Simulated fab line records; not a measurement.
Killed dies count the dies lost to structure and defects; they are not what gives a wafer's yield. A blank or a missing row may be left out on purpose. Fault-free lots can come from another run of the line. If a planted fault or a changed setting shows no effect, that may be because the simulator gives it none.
Which tool is to blame? / flow rit cmos / 42 wafers from 14 lots sampled at 2 of the route's 202 steps

WHAT THE GAUGES READ, wafer by wafer
RIT_PRETRO_TW_MEAS_10.
lot=L481; measured=day 2 09:07; on=film metro-03; PRETRO_TW=486 484 481
lot=L482; measured=day 2 14:55; on=film metro-03; PRETRO_TW=484 486 483
lot=L483; measured=day 2 19:06; on=film metro-02; PRETRO_TW=484 483 480
lot=L484; measured=day 3 00:19; on=film metro-01; PRETRO_TW=475 474 476
lot=L485; measured=day 3 05:24; on=film metro-02; PRETRO_TW=484 484 482
lot=L486; measured=day 3 11:50; on=film metro-02; PRETRO_TW=486 483 483
lot=L487; measured=day 3 17:24; on=film metro-01; PRETRO_TW=476 475 474
lot=L491; measured=day 4 11:26; on=film metro-02; PRETRO_TW=483 484 483
lot=L493; measured=day 5 00:12; on=film metro-02; PRETRO_TW=462 462 464
lot=L496; measured=day 5 14:25; on=film metro-02; PRETRO_TW=458 463 461
lot=L501; measured=day 6 13:27; on=film metro-01; PRETRO_TW=476 478 478
lot=L502; measured=day 6 19:31; on=film metro-02; PRETRO_TW=488 487 486
lot=L503; measured=day 7 00:48; on=film metro-02; PRETRO_TW=484 487 487
lot=L504; measured=day 7 06:26; on=film metro-03; PRETRO_TW=481 484 480

WHAT TOOL EACH LOT RAN ON (gives the tool, then ch and the chambers of the sampled wafers, and finally the start)
lot=L481; RIT_PRETRO_IMPLANT_08=implanter-04 ch 0, day 2 08:50
lot=L482; RIT_PRETRO_IMPLANT_08=implanter-03 ch 0, day 2 14:35
lot=L483; RIT_PRETRO_IMPLANT_08=implanter-04 ch 0, day 2 18:46
lot=L484; RIT_PRETRO_IMPLANT_08=implanter-02 ch 0, day 2 23:59
lot=L485; RIT_PRETRO_IMPLANT_08=implanter-02 ch 0, day 3 05:05
lot=L486; RIT_PRETRO_IMPLANT_08=implanter-04 ch 0, day 3 11:31
lot=L487; RIT_PRETRO_IMPLANT_08=implanter-04 ch 0, day 3 17:04
lot=L491; RIT_PRETRO_IMPLANT_08=implanter-02 ch 0, day 4 11:07
lot=L493; RIT_PRETRO_IMPLANT_08=implanter-04 ch 0, day 4 23:53
lot=L496; RIT_PRETRO_IMPLANT_08=implanter-04 ch 0, day 5 14:06
lot=L501; RIT_PRETRO_IMPLANT_08=implanter-02 ch 0, day 6 13:08
lot=L502; RIT_PRETRO_IMPLANT_08=implanter-02 ch 0, day 6 19:11
lot=L503; RIT_PRETRO_IMPLANT_08=implanter-02 ch 0, day 7 00:29
lot=L504; RIT_PRETRO_IMPLANT_08=implanter-02 ch 0, day 7 06:07
- RIT_PRETRO_IMPLANT_08

AS READ BY THE TOOLS THEMSELVES (means over the sampled wafers that have a number; for cases with no such wafer, the mark the record gives instead)
RIT_PRETRO_IMPLANT_08.
lot=L481; tool=implanter-04; beam energy keV=45.829
lot=L482; tool=implanter-03; beam energy keV=45.802
lot=L483; tool=implanter-04; beam energy keV=45.789
lot=L484; tool=implanter-02; beam energy keV=45.780
lot=L485; tool=implanter-02; beam energy keV=45.822
lot=L486; tool=implanter-04; beam energy keV=45.800
lot=L487; tool=implanter-04; beam energy keV=45.818
lot=L491; tool=implanter-02; beam energy keV=45.804
lot=L493; tool=implanter-04; beam energy keV=45.790
lot=L496; tool=implanter-04; beam energy keV=45.805
lot=L501; tool=implanter-02; beam energy keV=45.812
lot=L502; tool=implanter-02; beam energy keV=45.811
lot=L503; tool=implanter-02; beam energy keV=45.805
lot=L504; tool=implanter-02; beam energy keV=45.818

THE ANSWER, worked out from the rows above alone
Rule: the usual values come from the lots themselves. The widest of any qualifying gaps counts: lots, ordered by their means at a reading, are off when they make up no more than a third of the lots, leave a main group of 4 or more, and stand apart from it by 3 or more times the standard deviation of that group's means. Not used: any main group whose means are identical at the precision the tables above print for the reading. A lot without any number at a reading at which 4 lots or more have one is off too. All remaining lots with rows at the step are treated as sound. The gauges are gone through in route order, then the tools' own readings, and for those a lot's mean is taken as printed above. At the first step where some lot is off, the reading lying furthest off is the one used; lots without a number count as furthest.
Off: L493, L496, seen at RIT_PRETRO_TW_MEAS_10 (PRETRO_TW). The main group has a mean of 482 with a standard deviation of 3.8.
If a tool, at a process step before that reading, ran all the lots that are off and no sound lot after the first of them, it fits. Gauges at RIT_PRETRO_TW_MEAS_10: tried the same way as those tools. One fits: implanter-04 at RIT_PRETRO_IMPLANT_08. A fault onset in the window from L487 (day 3 17:04, its last sound lot) to L493 (day 4 23:53, its first lot off) fits.

WHAT THE SIMULATOR PUT IN
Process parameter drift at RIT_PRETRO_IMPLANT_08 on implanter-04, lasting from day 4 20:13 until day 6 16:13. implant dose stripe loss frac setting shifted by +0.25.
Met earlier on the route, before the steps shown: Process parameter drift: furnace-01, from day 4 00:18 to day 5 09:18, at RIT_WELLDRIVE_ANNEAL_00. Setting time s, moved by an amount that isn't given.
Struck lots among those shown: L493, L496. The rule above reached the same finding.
